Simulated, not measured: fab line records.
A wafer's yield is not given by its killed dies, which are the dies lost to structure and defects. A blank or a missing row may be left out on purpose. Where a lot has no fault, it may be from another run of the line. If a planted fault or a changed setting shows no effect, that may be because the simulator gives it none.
fab line records ; flow berkeley_cmos170
record: lots: 7; wafers: 21; last_day: 14
route steps=331 shown PWELL@44 WELLDRIVE@55
lots with no fault: from the same line, run without faults
start_h: start of the lot's first displayed wafer, in hours after the record's first day ; wait_h: hours elapsed since this lot's preceding step ; " as in the row above ; L1.1+2: one row covering several wafers at once ; - no value, or no start given ; * or withheld: withheld ; < > ~ a bound
route shown NAME@n: a module of which the file shows steps, and the number in the route of the first ; usual: average and standard deviation across the fault-free wafers ; same: alike in all rows ; chamber/n: place in a boat ; sites: each site's reading ; _std_site: standard deviation of those values ; _edge_site: outer sites' mean less inner sites' ; radius_mm: for every site, how far away it sits from the centre of the wafer ; mask NAME#n: copy n ; behind: the last tool/chamber to shape the wafer ; hold: why the lot was held/for how many hours/how that ended ; device: the transistor (n, p or np) that didn't switch ; end of line: the same wafers' tests at the end of the route ; a step given without rows: its recipe and nothing more ; killed: dies lost to structure and defects at the first sort, not the wafer's yield ; map: the dies of a wafer, with x for killed, . for not killed, _ for no die there
set.NAME: setting as actually run; set.NAME@STEP: the setting as run at that earlier step ; model.NAME: the simulator's own value behind a step, which no gauge read
lots seen at some steps along the route; tables by step, rows by wafer
services: a tool's chamber out of use, with start hour (start_h, from the record's first day; less than 0 if before it), hours out, and reason
== steps ==
step: UCB170_PWELL_EXPOSE_10
recipe: mask_id: PWELL; target_cd_nm: 3000; na: 0.5; sigma_outer: 0.6; source_shape: conventional; dose_mj: 19
step: UCB170_PWELL_PEB_11
recipe: peb_temp_c: 130; peb_time_s: withheld; resist: KrF
step: UCB170_PWELL_DEVELOP_12
recipe: developer: TMAH; develop_time_s: 45; resist: KrF; dev_temp_c: 21
step: UCB170_PWELL_OVL_MEAS_13
usual: PWELL_OVL: -4/5.6
lot.wafer;tool;chamber;start_h;wait_h;PWELL_OVL[nm]
L479.2;overlay-01;-;71.26;-;-5
L479.4;overlay-01;-;71.26;-;-4
L479.5;overlay-01;-;71.26;-;1
L486.1;overlay-02;-;101.33;-;-8
L486.3;overlay-02;-;101.33;-;-9
L486.4;overlay-02;-;101.33;-;-16
L489.4;overlay-02;-;110.85;-;5
L489.5;overlay-02;-;110.85;-;4
L489.6;overlay-02;-;110.85;-;1
L488.1;overlay-02;-;110.91;-;-5
L488.3;overlay-02;-;110.91;-;10
L488.4;overlay-02;-;110.91;-;1
L491.1;overlay-02;-;129.80;-;-1
L491.3;overlay-02;-;129.80;-;-6
L491.5;overlay-02;-;129.80;-;-8
L490.2;overlay-01;-;130.43;-;-2
L490.3;overlay-01;-;130.43;-;-5
L490.6;overlay-01;-;130.43;-;-8
L498.2;overlay-02;-;178.16;-;1
L498.3;overlay-02;-;178.16;-;-9
L498.6;overlay-02;-;178.16;-;-3
step: UCB170_PWELL_ETCH_14
recipe: chemistry: CH3F/Ar/O2; target: Si3N4; stop_on: SiO2; CH3F_flow_sccm: 20; Ar_flow_sccm: 50; O2_flow_sccm: 7; pressure_mtorr: 50; rf_w: 450; target_depth_a: 2420; over_etch_frac: 0.1; time_s: 151
usual: drypump_motor_current_A: 5.6/0.41; oes_product_au: 0.948/0.015; throttle_valve_pct: 8.05/0.12
lot.wafer;tool;chamber;start_h;wait_h;drypump_motor_current_A;oes_product_au;rf_hours_counter_h;throttle_valve_pct
L479.2;rie_diel-02;2;71.29;0.0;6.0;0.917;164;8.16
L479.4;rie_diel-02;0;71.29;0.0;5.2;0.941;128;8.21
L479.5;rie_diel-02;1;71.29;0.0;5.3;0.968;-;8.05
L486.1;rie_diel-02;2;101.36;0.0;6.0;0.919;0;8.17
L486.3;rie_diel-02;1;101.36;0.0;5.3;0.972;105;8.04
L486.4;rie_diel-02;0;101.36;0.0;5.2;0.953;129;8.19
L489.4;rie_diel-02;3;110.87;0.0;6.1;0.953;2;8.01
L489.5;rie_diel-02;3;110.87;0.0;6.1;0.948;-;8.00
L489.6;rie_diel-02;2;110.87;0.0;6.0;0.919;-;8.15
L488.1;rie_diel-01;3;110.95;0.0;6.1;0.958;3;7.82
L488.3;rie_diel-01;1;110.95;0.0;5.8;0.929;144;8.19
L488.4;rie_diel-01;2;110.95;0.0;5.7;0.934;162;7.98
L491.1;rie_diel-03;2;129.84;0.0;4.8;0.918;157;7.87
L491.3;rie_diel-03;0;129.84;0.0;6.0;0.927;18;8.07
L491.5;rie_diel-03;2;129.84;0.0;4.8;0.925;-;7.87
L490.2;rie_diel-01;0;130.46;0.0;5.8;0.953;62;8.11
L490.3;rie_diel-01;3;130.46;0.0;6.1;0.961;-;7.82
L490.6;rie_diel-01;0;130.46;0.0;5.8;0.952;-;8.09
L498.2;rie_diel-02;1;178.19;0.0;5.3;0.942;109;8.03
L498.3;rie_diel-02;2;178.19;0.0;6.0;0.909;2;8.16
L498.6;rie_diel-02;2;178.19;0.0;6.0;0.914;-;8.17
step: UCB170_PWELL_IMPLANT_15
recipe: species: B; dose_cm2: 5e+12; energy_kev: 60; tilt_deg: 7
step: UCB170_PWELL_STRIP_16
recipe: chemistry: O2; power_w: 400; pressure_mtorr: 3500; platen_temp_c: withheld; o2_flow_sccm: 400; overash_fraction: 0.5
usual: drypump_motor_current_A: 5.7/0.56; oes_product_au: 0.721/0.0043; strip_time_to_endpoint_s: 18.09/0.087
lot.wafer;tool;chamber;start_h;wait_h;drypump_motor_current_A;oes_product_au;rf_hours_counter_h;strip_time_to_endpoint_s
L479.2;plasma_asher-02;0;71.54;0.1;6.5;0.726;31;17.98
L479.4;plasma_asher-02;0;71.54;0.1;6.6;0.717;-;18.06
L479.5;plasma_asher-02;0;71.54;0.1;6.6;0.724;-;18.01
L486.1;plasma_asher-01;1;101.61;0.1;6.2;0.720;35;18.16
L486.3;plasma_asher-01;0;101.61;0.1;4.8;0.724;-;18.18
L486.4;plasma_asher-01;1;101.61;0.1;6.2;0.717;-;18.24
L489.4;plasma_asher-04;0;111.15;0.1;5.4;0.716;-;18.03
L489.5;plasma_asher-04;1;111.15;0.1;5.8;0.713;-;18.09
L489.6;plasma_asher-04;0;111.15;0.1;5.4;0.728;-;18.08
L488.1;plasma_asher-04;1;111.22;0.1;5.7;0.722;37;18.03
L488.3;plasma_asher-04;0;111.22;0.1;5.4;0.726;-;18.32
L488.4;plasma_asher-04;1;111.22;0.1;5.8;0.721;-;18.08
L491.1;plasma_asher-01;1;130.09;0.1;6.2;0.722;39;18.18
L491.3;plasma_asher-01;1;130.09;0.1;6.2;0.728;-;18.27
L491.5;plasma_asher-01;1;130.09;0.1;6.2;0.716;-;18.16
L490.2;plasma_asher-04;0;130.76;0.1;5.4;0.720;40;18.10
L490.3;plasma_asher-04;1;130.76;0.1;5.7;0.729;-;18.07
L490.6;plasma_asher-04;1;130.76;0.1;5.7;0.718;-;18.11
L498.2;plasma_asher-04;0;178.44;0.1;5.4;0.726;46;18.12
L498.3;plasma_asher-04;0;178.44;0.1;5.4;0.720;-;18.10
L498.6;plasma_asher-04;1;178.44;0.1;5.8;0.721;-;18.06
step: UCB170_PWELL_TW_MEAS_17
usual: PWELL_TW: 378/4.4
lot.wafer;tool;chamber;start_h;wait_h;PWELL_TW
L479.2;film_metro-03;-;71.65;0.1;382
L479.4;film_metro-03;-;71.65;0.1;381
L479.5;film_metro-03;-;71.65;0.1;384
L486.1;film_metro-01;-;101.71;0.1;379
L486.3;film_metro-01;-;101.71;0.1;380
L486.4;film_metro-01;-;101.71;0.1;380
L489.4;film_metro-02;-;111.25;0.1;373
L489.5;film_metro-02;-;111.25;0.1;373
L489.6;film_metro-02;-;111.25;0.1;373
L488.1;film_metro-01;-;111.32;0.1;380
L488.3;film_metro-01;-;111.32;0.1;381
L488.4;film_metro-01;-;111.32;0.1;380
L491.1;film_metro-03;-;130.19;0.1;383
L491.3;film_metro-03;-;130.19;0.1;383
L491.5;film_metro-03;-;130.19;0.1;385
L490.2;film_metro-01;-;130.87;0.1;383
L490.3;film_metro-01;-;130.87;0.1;380
L490.6;film_metro-01;-;130.87;0.1;381
L498.2;film_metro-02;-;178.55;0.1;374
L498.3;film_metro-02;-;178.55;0.1;375
L498.6;film_metro-02;-;178.55;0.1;374
step: UCB170_PWELL_CLEAN_18
recipe: chemistry: SPM; temp_c: 120; time_s: 600
step: UCB170_PWELL_WET_ETCH_19
recipe: chemistry: H3PO4; target: Si3N4; temp_c: 160; time_s: 14400
step: UCB170_PWELL_WET_ETCH_20
recipe: chemistry: BOE; dilution: 5:1; target: SiO2; temp_c: 25; time_s: 22
step: UCB170_WELLDRIVE_CLEAN_00
recipe: chemistry: SPM; temp_c: 120; time_s: 600
step: UCB170_WELLDRIVE_OXIDATION_01
recipe: temp_c: 1100; ambient: O2; target_thk_a: 1990; ox_time_s: 9000
usual: ox_temp_c: 1100.0/0.43; ox_temp_c_max: 1106.4/2.3; tube_center_temp_C: 1100/0.097; tube_center_temp_C_max: 1102.8/0.53
lot.wafer;tool;chamber;start_h;wait_h;ox_temp_c;ox_temp_c_max;tube_center_temp_C;tube_center_temp_C_max
L479.2;furnace-04;0;85.22;4.6;1100.6;1108.9;1099.9;1102.6
L479.4;furnace-04;0;85.22;4.6;1100.7;1108.4;1100;1101.8
L479.5;furnace-04;0;85.22;4.6;1099.7;1106.7;1100;1103.4
L486.1;furnace-02;0;111.61;5.5;1099.8;1103.6;1100.1;1102.6
L486.3;furnace-02;0;111.61;5.5;1100.0;1103.6;1099.8;1102.3
L486.4;furnace-02;0;111.61;5.5;1099.8;1104.3;1100;1102.8
L488.1;furnace-04;-;125.12;3.8;-;-;-;-
L488.3;furnace-04;-;125.12;3.8;-;-;-;-
L488.4;furnace-04;-;125.12;3.8;-;-;-;-
L489.4;furnace-04;-;125.12;3.8;-;-;-;-
L489.5;furnace-04;-;125.12;3.8;-;-;-;-
L489.6;furnace-04;-;125.12;3.8;-;-;-;-
L490.2;furnace-02;-;139.04;0.0;-;-;-;-
L490.3;furnace-02;-;139.04;0.0;-;-;-;-
L490.6;furnace-02;-;139.04;0.0;-;-;-;-
L491.1;furnace-02;0;139.04;4.0;1099.7;1103.4;1100;1102.4
L491.3;furnace-02;0;139.04;4.0;1099.7;1102.8;1100;1102.8
L491.5;furnace-02;0;139.04;4.0;1100.3;1104.9;1100.1;1102.4
L498.2;furnace-02;0;188.24;4.2;1099.7;1104.5;1099.9;1103.1
L498.3;furnace-02;0;188.24;4.2;1099.8;1103.6;1100.1;1103.5
L498.6;furnace-02;0;188.24;4.2;1100.5;1104.0;1100.1;1103.2
step: UCB170_WELLDRIVE_ANNEAL_03
recipe: temp_c: 1100; time_s: 917.8; ambient: N2
== services ==
tool;chamber;start_h;hours;kind
rie_diel-02;3;47.33;-;clean
rie_diel-02;3;47.33;16.8;scheduled_down
rie_diel-02;3;47.33;16.8;vent_cycle
furnace-04;-;51.51;3.9;pm
plasma_asher-01;-;66.64;4.3;pm
rie_diel-03;2;72.61;10.7;repair
plasma_asher-02;-;76.02;2.8;pm
plasma_asher-04;-;79.68;6.4;repair
rie_diel-02;2;86.35;-;clean
rie_diel-02;2;86.35;14.8;scheduled_down
rie_diel-02;2;86.35;14.8;vent_cycle
rie_diel-03;1;86.44;15.1;repair
plasma_asher-04;-;90.94;19.4;pm
plasma_asher-02;-;101.13;2.1;repair
plasma_asher-02;-;108.75;9.0;pm
rie_diel-01;2;116.50;-;clean
plasma_asher-02;-;120.66;14.6;pm
rie_diel-01;1;121.26;44.2;repair
furnace-02;-;128.91;4.5;pm
rie_diel-03;2;135.03;4.1;repair
rie_diel-02;3;135.07;9.6;repair
rie_diel-02;2;144.22;18.8;repair
furnace-04;-;145.32;4.8;pm
furnace-02;-;157.96;2.7;pm
== key ==
first_sign: step: UCB170_WELLDRIVE_OXIDATION_01; reading: tool_record; direction: missing
effect none on later readings
met_at UCB170_WELLDRIVE_OXIDATION_01
struck_wafers L488.1,L488.3,L488.4,L489.4,L489.5,L489.6,L490.2,L490.3,L490.6
later_rows_left_out L488.1,L488.3,L488.4,L489.4,L489.5,L489.6,L490.2,L490.3,L490.6
sort_left_out L488.1,L488.3,L488.4,L489.4,L489.5,L489.6,L490.2,L490.3,L490.6
tester_left_out L488,L489,L490
onset_between 111.61 125.12
fault: kind: skipped_step_whole; tool: furnace-02,furnace-04; chamber: -; onset_h: 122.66; steps: UCB170_WELLDRIVE_OXIDATION_01; scope: struck_lots_only
tester_left_out: of these lots the tester's yield and bins aren't shown, on N5 and GAA mostly nor the transistor test; their killed dies are dies lost to structure and defects alone, not to doping, threshold or leakage, so they don't give the yield
sort_left_out: the simulated sort isn't trusted on such a fault, so these wafers' sort isn't shown, and their yield isn't known
later_rows_left_out: the simulator's readings of these wafers behind a module that went badly wrong aren't trusted and aren't shown, but for the sort
